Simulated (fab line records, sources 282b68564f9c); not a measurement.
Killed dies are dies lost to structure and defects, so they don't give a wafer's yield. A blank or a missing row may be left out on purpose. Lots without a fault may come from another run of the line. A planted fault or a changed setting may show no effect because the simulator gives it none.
Which tool did it? | flow rit_cmos | 14 lots, 42 wafers sampled, at 6 steps of a route of 202

WHAT THE GAUGES READ, wafer by wafer
RIT_ACTIVE_THK_MEAS_02. Usual: ACTIVE_OXIDE_THK 46.6 nm, standard deviation 0.81.
lot  | measured    | on            | ACTIVE_OXIDE_THK (nm) | flag
L229 | day 1 22:04 | film_metro-04 | 46.3 47.7 46.9        |
L230 | day 2 03:04 | film_metro-02 | 47.0 47.0 46.1        |
L231 | day 2 08:26 | film_metro-03 | 46.8 46.5 46.4        |
L232 | day 2 13:03 | film_metro-04 | 46.0 46.1 46.8        |
L233 | day 2 18:04 | film_metro-04 | 46.0 46.5 46.9        |
L235 | day 3 04:04 | film_metro-04 | 45.4 45.5 46.3        |
L236 | day 3 09:03 | film_metro-02 | 45.9 46.4 46.7        |
L238 | day 3 19:03 | film_metro-02 | 49.1 48.4 48.1        |
L239 | day 4 00:03 | film_metro-03 | 46.8 47.2 46.7        |
L241 | day 4 10:03 | film_metro-03 | 47.7 47.7 47.4        |
L244 | day 5 01:03 | film_metro-03 | 44.4 45.7 45.2        |
L246 | day 5 11:03 | film_metro-04 | 46.4 46.5 45.8        |
L249 | day 6 02:03 | film_metro-02 | 47.0 47.5 47.2        |
L250 | day 6 07:03 | film_metro-03 | 46.7 47.0 45.6        |

RIT_PWELL_TW_MEAS_10. Usual: PWELL_TW 949, standard deviation 6.
lot  | measured    | on            | PWELL_TW    | flag
L229 | day 2 09:35 | film_metro-01 | 943 944 943 |
L230 | day 2 14:53 | film_metro-01 | 941 955 945 |
L231 | day 2 19:59 | film_metro-01 | 951 947 942 |
L232 | day 3 00:18 | film_metro-01 | 943 940 942 |
L233 | day 3 04:44 | film_metro-03 | 963 951 958 |
L235 | day 3 14:40 | film_metro-01 | 950 947 942 |
L236 | day 3 20:46 | film_metro-01 | 945 941 934 |
L238 | day 4 05:55 | film_metro-04 | 947 945 948 |
L239 | day 4 10:44 | film_metro-03 | 949 949 950 |
L241 | day 4 22:07 | film_metro-03 | 954 953 953 |
L244 | day 5 12:02 | film_metro-04 | 910 907 914 | OFF
L246 | day 5 22:07 | film_metro-01 | 908 911 906 | OFF
L249 | day 6 13:11 | film_metro-01 | 946 945 947 |
L250 | day 6 17:42 | film_metro-04 | 957 959 956 |

RIT_WELLDRIVE_RS_MEAS_02: measures by four-point-probe. Usual: PWELL_RS 429.5 ohm/sq, standard deviation 1.7.
lot  | measured    | on            | PWELL_RS (ohm/sq) | flag
L229 | day 2 14:51 | film_metro-04 | 430.7 433.1 431.1 |
L230 | day 2 20:16 | film_metro-03 | 429.7 429.8 430.9 |
L231 | day 3 01:15 | film_metro-03 | 430.2 431.8 431.1 |
L232 | day 3 05:46 | film_metro-04 | 432.2 431.8 432.0 |
L233 | day 3 10:00 | film_metro-01 | 425.6 425.8 426.1 |
L235 | day 3 19:56 | film_metro-04 | 429.1 430.8 430.1 |
L236 | day 4 02:01 | film_metro-03 | 428.9 428.8 430.1 |
L238 | day 4 11:10 | film_metro-01 | 431.0 429.6 430.2 |
L239 | day 4 16:00 | film_metro-03 | 429.3 429.8 428.5 |
L241 | day 5 03:23 | film_metro-04 | 430.8 431.0 429.8 |
L244 | day 5 17:17 | film_metro-01 | 467.2 470.2 468.9 | OFF
L246 | day 6 03:24 | film_metro-01 | 466.1 467.0 468.1 | OFF
L249 | day 6 18:39 | film_metro-01 | 427.7 428.0 428.4 |
L250 | day 6 23:44 | film_metro-03 | 427.0 426.5 426.9 |

RIT_NRETRO_OVL_MEAS_06. Usual: NRETRO_OVL 0.1 nm, standard deviation 1.4.
lot  | measured    | on         | NRETRO_OVL (nm) | flag
L229 | day 2 15:50 | overlay-01 | -0.7 -1.7 -1.2  |
L230 | day 2 21:23 | overlay-02 | 0.3 -0.7 -1.1   |
L231 | day 3 02:22 | overlay-02 | 0.2 2.3 -0.7    |
L232 | day 3 06:46 | overlay-01 | 0.0 -0.2 -0.6   |
L233 | day 3 10:59 | overlay-01 | 0.5 1.6 0.2     |
L235 | day 3 21:03 | overlay-02 | -2.3 -0.9 -0.6  |
L236 | day 4 03:01 | overlay-02 | -0.1 1.3 -0.4   |
L238 | day 4 12:18 | overlay-01 | 2.5 1.7 2.3     |
L239 | day 4 17:00 | overlay-01 | 1.4 1.8 0.2     |
L241 | day 5 04:23 | overlay-02 | 1.0 2.3 3.1     |
L244 | day 5 18:17 | overlay-01 | 1.1 -0.5 2.4    |
L246 | day 6 04:26 | overlay-02 | 2.5 0.3 0.5     |
L249 | day 6 19:46 | overlay-01 | 1.5 2.8 0.9     |
L250 | day 7 00:44 | overlay-01 | -0.5 0.2 -0.3   |

RIT_GATE_THK_MEAS_07. Usual: GATE_OXIDE_THK 3.00 nm, standard deviation 0.069.
lot  | measured    | on            | GATE_OXIDE_THK (nm) | flag
L229 | day 2 21:09 | film_metro-02 | 3.03 3.05 2.97      |
L230 | day 3 01:32 | film_metro-02 | 3.05 3.08 3.09      |
L231 | day 3 06:58 | film_metro-01 | 2.96 2.99 2.91      |
L232 | day 3 11:11 | film_metro-02 | 2.94 2.96 3.05      |
L233 | day 3 15:54 | film_metro-02 | 2.89 2.90 2.93      |
L235 | day 4 02:10 | film_metro-02 | 3.12 2.97 3.00      |
L236 | day 4 07:54 | film_metro-01 | 3.01 3.03 3.00      |
L238 | day 4 18:07 | film_metro-02 | 2.93 2.97 2.90      |
L239 | day 4 21:16 | film_metro-03 | 2.94 2.96 2.93      |
L241 | day 5 08:32 | film_metro-02 | 3.00 2.96 2.95      |
L244 | day 5 22:42 | film_metro-01 | 3.03 2.97 3.06      |
L246 | day 6 08:28 | film_metro-03 | 2.96 3.11 2.96      |
L249 | day 6 23:53 | film_metro-01 | 3.12 3.07 3.06      |
L250 | day 7 06:08 | film_metro-03 | 2.96 3.00 2.91      |

WHICH TOOL RAN EACH LOT (tool, then ch and the chambers of the sampled wafers, then the start)
lot  | RIT_PWELL_IMPLANT_08
L229 | implanter-04 ch 0, day 2 09:16
L230 | implanter-03 ch 0, day 2 14:35
L231 | implanter-01 ch 0, day 2 19:40
L232 | implanter-04 ch 0, day 2 23:58
L233 | implanter-04 ch 0, day 3 04:25
L235 | implanter-04 ch 0, day 3 14:22
L236 | implanter-04 ch 0, day 3 20:26
L238 | implanter-04 ch 0, day 4 05:35
L239 | implanter-03 ch 0, day 4 10:25
L241 | implanter-03 ch 0, day 4 21:47
L244 | implanter-04 ch 0, day 5 11:43
L246 | implanter-04 ch 0, day 5 21:48
L249 | implanter-01 ch 0, day 6 12:52
L250 | implanter-01 ch 0, day 6 17:23
- RIT_PWELL_IMPLANT_08

WHAT THE TOOLS THEMSELVES READ (means of the sampled wafers that have a number; where no wafer has one, the mark that the record gives instead)
RIT_PWELL_IMPLANT_08. Usual: dose_ions_cm2 7.001e+13, standard deviation 7.7e+10; faraday_current_uA 222, standard deviation 4.5.
lot  | tool         | dose_ions_cm2 | faraday_current_uA | flag
L229 | implanter-04 | 7.007e+13     | 218                |
L230 | implanter-03 | 7.009e+13     | 228                |
L231 | implanter-01 | 7.005e+13     | 220                |
L232 | implanter-04 | 7.005e+13     | 225                |
L233 | implanter-04 | 7.000e+13     | 220                |
L235 | implanter-04 | 7.000e+13     | 218                |
L236 | implanter-04 | 7.005e+13     | 221                |
L238 | implanter-04 | 7.001e+13     | 220                |
L239 | implanter-03 | 6.994e+13     | 222                |
L241 | implanter-03 | 7.005e+13     | 225                |
L244 | implanter-04 | 6.079e+13     | 190                | OFF
L246 | implanter-04 | 6.088e+13     | 192                | OFF
L249 | implanter-01 | 6.999e+13     | 224                |
L250 | implanter-01 | 6.998e+13     | 219                |

THE ANSWER, worked out from the rows above alone
Rule: a lot is off if the mean of its wafers that have a number lies more than 3 standard deviations from the usual mean. A lot without any number at a reading at which 4 lots or more have one is off too. The other lots that the step has rows for count as sound. The gauges are gone through in route order, then the tools' own readings, and for those a lot's mean is taken as printed above. The first step at which some lot is off is used, and at that step the reading that is off furthest; a lot without a number counts as furthest.
Off: L244, L246, at RIT_PWELL_TW_MEAS_10 (PWELL_TW).
A tool fits if, at a process step before that reading, it ran every lot that is off, and no sound lot after the first of them. The gauges at RIT_PWELL_TW_MEAS_10 aren't tried: what is off there is off at RIT_PWELL_IMPLANT_08 too, on other tools, and a gauge's error can't cause that. One fits: implanter-04 at RIT_PWELL_IMPLANT_08. Its last sound lot is L238 (day 4 05:35), its first lot that is off L244 (day 5 11:43): a fault that began between those two fits.
The tool's own readings at RIT_PWELL_IMPLANT_08 bear it out: on the lots that are off they differ by more than 5 times the standard deviation of the sound lots' means. dose_ions_cm2 reads 6.084e+13 there against 7.002e+13 on the sound lots; faraday_current_uA reads 191 there against 222 on the sound lots.

WHAT THE SIMULATOR HAD PUT IN
Process parameter drift: implanter-04, from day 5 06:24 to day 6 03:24, at RIT_PWELL_IMPLANT_08. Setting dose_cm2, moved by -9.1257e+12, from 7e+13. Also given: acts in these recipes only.
Lots struck among those shown: L244, L246. The rule above found the same.
